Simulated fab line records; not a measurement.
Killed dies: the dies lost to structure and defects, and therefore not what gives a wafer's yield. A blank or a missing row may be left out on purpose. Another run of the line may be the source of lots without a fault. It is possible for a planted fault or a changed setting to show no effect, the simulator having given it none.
What tool caused it? | flow berkeley cmos170 | 14 lots, 42 wafers sampled, at 5 steps of a route of 331

## WHAT EACH GAUGE READ, for each wafer
UCB170_NWELL_TW_MEAS_16. Usual: NWELL_TW 1255, standard deviation 4.6.
lot  | measured    | on            | NWELL_TW       | flag
L856 | day 3 03:51 | film metro-04 | 1259 1257 1255 |
L855 | day 3 04:05 | film metro-04 | 1256 1259 1249 |
L857 | day 3 15:49 | film metro-03 | 1258 1254 1259 |
L858 | day 3 16:16 | film metro-04 | 1256 1255 1253 |
L862 | day 3 22:54 | film metro-01 | 1252 1247 1250 |
L861 | day 3 23:10 | film metro-04 | 1251 1255 1254 |
L860 | day 3 23:53 | film metro-01 | 1251 1254 1253 |
L864 | day 4 06:41 | film metro-01 | 1362 1360 1367 | OFF
L866 | day 5 01:26 | film metro-01 | 1370 1364 1370 | OFF
L869 | day 5 17:52 | film metro-04 | 1255 1251 1249 |
L870 | day 5 19:55 | film metro-04 | 1257 1263 1255 |
L874 | day 6 23:49 | film metro-03 | 1257 1253 1249 |
L877 | day 7 03:40 | film metro-03 | 1248 1252 1256 |
L876 | day 7 03:55 | film metro-04 | 1259 1260 1250 |

UCB170_M2_CD_MEAS_15: the cd target is 700 nm. Usual: cd nm 700.0 nm, standard deviation 1.2.
lot  | measured     | on        | cd nm (nm)        | flag
L856 | day 9 08:22  | cd sem-02 | 702.3 702.6 702.1 |
L855 | day 9 07:09  | cd sem-02 | 700.3 701.2 701.0 |
L857 | day 10 08:05 | cd sem-01 | 700.0 701.1 701.6 |
L858 | day 10 06:49 | cd sem-01 | 699.8 699.7 699.3 |
L862 | day 10 06:34 | cd sem-02 | 700.0 700.2 699.4 |
L861 | day 10 07:44 | cd sem-01 | 698.0 697.9 699.1 |
L860 | day 10 06:18 | cd sem-02 | 701.3 699.1 701.0 |
L864 | day 10 11:11 | cd sem-01 | 698.8 700.1 699.3 |
L866 | day 11 02:16 | cd sem-02 | 701.5 700.3 700.9 |
L869 | day 11 17:56 | cd sem-02 | 698.0 698.8 699.3 |
L870 | day 12 01:41 | cd sem-02 | 698.8 698.7 699.0 |
L874 | day 12 21:17 | cd sem-01 | 699.6 698.2 699.2 |
L877 | day 13 05:54 | cd sem-02 | 700.7 701.6 700.5 |
L876 | day 13 09:55 | cd sem-02 | 700.0 700.8 700.1 |

UCB170_V2_THK_MEAS_01. Usual: V2_TEOS_THK 1997 nm, standard deviation 30.
lot  | measured     | on            | V2_TEOS_THK (nm) | flag
L856 | day 9 09:10  | film metro-03 | 1979 1974 2001   |
L855 | day 9 08:05  | film metro-04 | 1995 2009 2009   |
L857 | day 10 09:02 | film metro-03 | 1965 1995 1997   |
L858 | day 10 07:34 | film metro-02 | 1955 1970 1992   |
L862 | day 10 07:29 | film metro-03 | 1969 1999 2038   |
L861 | day 10 08:40 | film metro-04 | 1947 1914 1965   |
L860 | day 10 07:15 | film metro-04 | 1968 2015 1960   |
L864 | day 10 12:08 | film metro-03 | 1995 2010 1969   |
L866 | day 11 03:02 | film metro-04 | 1978 1954 2036   |
L869 | day 11 18:41 | film metro-03 | 1988 2009 2005   |
L870 | day 12 02:26 | film metro-02 | 2020 1970 2010   |
L874 | day 12 22:02 | film metro-04 | 2005 2043 1969   |
L877 | day 13 06:40 | film metro-03 | 2007 2046 2027   |
L876 | day 13 10:40 | film metro-03 | 1999 2006 2062   |

## WHICH TOOL RAN EACH LOT (tool, then ch and the chambers of the sampled wafers, then the start)
lot  | UCB170_NWELL_IMPLANT_14        | UCB170_V2_CVD_00
L856 | implanter-02 ch 0, day 3 03:38 | pecvd-01 ch 0,1, day 9 09:00
L855 | implanter-04 ch 0, day 3 03:52 | pecvd-02 ch 0,1, day 9 07:54
L857 | implanter-04 ch 0, day 3 15:34 | pecvd-01 ch 0,2, day 10 08:52
L858 | implanter-04 ch 0, day 3 16:02 | pecvd-02 ch 0,1,2, day 10 07:24
L862 | implanter-02 ch 0, day 3 22:41 | pecvd-01 ch 0,2, day 10 07:19
L861 | implanter-03 ch 0, day 3 22:56 | pecvd-03 ch 0,1, day 10 08:30
L860 | implanter-03 ch 0, day 3 23:38 | pecvd-03 ch 0,1, day 10 07:05
L864 | implanter-04 ch 0, day 4 06:26 | pecvd-03 ch 0,2, day 10 11:59
L866 | implanter-04 ch 0, day 5 01:11 | pecvd-02 ch 1,2, day 11 02:53
L869 | implanter-03 ch 0, day 5 17:39 | pecvd-02 ch 1,2, day 11 18:30
L870 | implanter-02 ch 0, day 5 19:41 | pecvd-03 ch 1,2, day 12 02:16
L874 | implanter-02 ch 0, day 6 23:34 | pecvd-03 ch 0,1,2, day 12 21:53
L877 | implanter-02 ch 0, day 7 03:25 | pecvd-01 ch 0,1, day 13 06:31
L876 | implanter-03 ch 0, day 7 03:41 | pecvd-01 ch 0,1,2, day 13 10:29
- UCB170_NWELL_IMPLANT_14
- UCB170_V2_CVD_00: deposits SiO2 from TEOS/O2, target thk 2000 nm, time 250 s.

## WHAT THE TOOLS THEMSELVES READ (means of the sampled wafers that have a number; where no wafer has one, the mark that the record gives instead)
UCB170_NWELL_IMPLANT_14. Usual: dose ions cm2 9.998e+12, standard deviation 1.1e+10; faraday current uA 31.9, standard deviation 0.6.
lot  | tool         | dose ions cm2 | faraday current uA | flag
L856 | implanter-02 | 9.988e+12     | 31.9               |
L855 | implanter-04 | 1.000e+13     | 31.9               |
L857 | implanter-04 | 1.000e+13     | 32.3               |
L858 | implanter-04 | 9.998e+12     | 31.8               |
L862 | implanter-02 | 1.000e+13     | 31.3               |
L861 | implanter-03 | 1.000e+13     | 31.9               |
L860 | implanter-03 | 1.000e+13     | 31.8               |
L864 | implanter-04 | 1.300e+13     | 42.1               | OFF
L866 | implanter-04 | 1.299e+13     | 41.0               | OFF
L869 | implanter-03 | 9.987e+12     | 31.9               |
L870 | implanter-02 | 9.997e+12     | 32.0               |
L874 | implanter-02 | 1.000e+13     | 31.7               |
L877 | implanter-02 | 1.000e+13     | 31.5               |
L876 | implanter-03 | 9.995e+12     | 32.0               |

UCB170_V2_CVD_00. Usual: heater power w 246 W, standard deviation 57.
lot  | tool     | heater power w (W) | flag
L856 | pecvd-01 | 235                |
L855 | pecvd-02 | 196                |
L857 | pecvd-01 | 301                |
L858 | pecvd-02 | 237                |
L862 | pecvd-01 | 289                |
L861 | pecvd-03 | 278                |
L860 | pecvd-03 | 256                |
L864 | pecvd-03 | 228                |
L866 | pecvd-02 | 229                |
L869 | pecvd-02 | 232                |
L870 | pecvd-03 | 262                |
L874 | pecvd-03 | 242                |
L877 | pecvd-01 | 250                |
L876 | pecvd-01 | 285                |

## THE ANSWER, worked out from the rows above alone
Rule: take the mean of a lot's wafers that have a number; if it is more than 3 standard deviations from the usual mean, the lot is off. Also off: a lot with no number at a reading for which 4 or more lots have one. Any other lot the step has rows for is counted as sound. First the gauges in route order, then the tools' own readings, where a lot's mean is used as printed above. The first step at which some lot is off is used, and at that step the reading that is off furthest; a lot without a number counts as furthest.
Off: L864, L866, at UCB170_NWELL_TW_MEAS_16 (NWELL_TW).
A tool fits if, at a process step before that reading, it ran every lot that is off, and no sound lot after the first of them. The gauges at UCB170_NWELL_TW_MEAS_16 aren't tried: what is off there is off at UCB170_NWELL_IMPLANT_14 too, on other tools, and a gauge's error can't cause that. One candidate fits, namely implanter-04 at UCB170_NWELL_IMPLANT_14. Its last sound lot is L858 (day 3 16:02), its first lot that is off L864 (day 4 06:26): a fault that began between those two fits.
The tool's own readings at UCB170_NWELL_IMPLANT_14 bear it out: on the lots that are off they differ by more than 5 times the standard deviation of the sound lots' means. dose ions cm2 reads 1.300e+13 there against 9.997e+12 on the sound lots; faraday current uA reads 41.5 there against 31.8 on the sound lots.

## WHAT THE SIMULATOR HAD PUT IN
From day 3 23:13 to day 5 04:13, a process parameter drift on implanter-04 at UCB170_NWELL_IMPLANT_14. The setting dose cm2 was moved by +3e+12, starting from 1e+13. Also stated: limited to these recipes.
Lots struck among those shown: L864, L866. The same result came from the rule above.
